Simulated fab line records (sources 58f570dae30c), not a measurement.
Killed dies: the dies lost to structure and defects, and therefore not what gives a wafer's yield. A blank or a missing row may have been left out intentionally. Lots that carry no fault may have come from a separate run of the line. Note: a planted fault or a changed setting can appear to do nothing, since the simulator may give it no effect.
Which tool did it? | flow berkeley-cmos170 | 7 lots with 21 wafers sampled at 2 steps, on a route of 331 steps

WHAT THE GAUGES READ, wafer by wafer
UCB170_V2_THK_MEAS_01.
lot  | measured     | on            | V2_TEOS_THK (nm)
L989 | day 7 13:22  | film-metro-02 | 1957 1971 1980
L992 | day 8 05:52  | film-metro-03 | 2009 2032 2024
L995 | day 9 08:13  | film-metro-04 | 2007 1997 2041
L997 | day 9 12:56  | film-metro-03 | 1983 2004 1999
L100 | day 9 20:38  | film-metro-02 | 2005 2033 2038
L107 | day 11 18:57 | film-metro-03 | 1768 1778 1800
L109 | day 12 10:37 | film-metro-03 | 1985 2008 1999

WHICH TOOL RAN EACH LOT (tool, then ch and the chambers of the sampled wafers, then the start)
lot  | UCB170_V2_CVD_00
L989 | pecvd-04 ch 0,1,2, day 7 13:13
L992 | pecvd-03 ch 0,1, day 8 05:41
L995 | pecvd-01 ch 0,1,2, day 9 08:03
L997 | pecvd-04 ch 0,2, day 9 12:45
L100 | pecvd-01 ch 0,2, day 9 20:28
L107 | pecvd-01 ch 0,2, day 11 18:47
L109 | pecvd-04 ch 0,1,2, day 12 10:28
- UCB170_V2_CVD_00: deposits SiO2 from TEOS/O2, target thk 2000 nm, time 250 s.

THE ANSWER, worked out from the rows above alone
Rule: the lots themselves supply what counts as usual. Put in order of their means at a reading, lots are off if they are a third of the lots or fewer, leave a main group of 4 or more, and stand apart from it by a gap of 3 or more times the standard deviation of the main group's means; of several such gaps the widest counts. A main group is skipped when, at the precision printed for the reading in the tables above, its means are all equal. Also off: a lot with no number at a reading for which 4 or more lots have one. Any other lot the step has rows for is counted as sound.
Off: L107, seen at UCB170_V2_THK_MEAS_01 (V2_TEOS_THK). The main group has a mean of 2004 nm with a standard deviation of 19.
If a tool, at a process step before that reading, ran all the lots that are off and no sound lot after the first of them, it fits. Gauges at UCB170_V2_THK_MEAS_01: tried the same way as those tools. One candidate fits, namely pecvd-01 at UCB170_V2_CVD_00. A fault onset in the window from L100 (day 9 20:28, its last sound lot) to L107 (day 11 18:47, its first lot off) fits.

WHAT THE SIMULATOR PUT IN
Site profile drift: pecvd-01, from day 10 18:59 on, at UCB170_V2_CVD_00. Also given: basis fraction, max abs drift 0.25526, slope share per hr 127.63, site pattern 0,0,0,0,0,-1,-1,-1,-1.
Shown lots that were struck: L107. Same finding as the rule above.
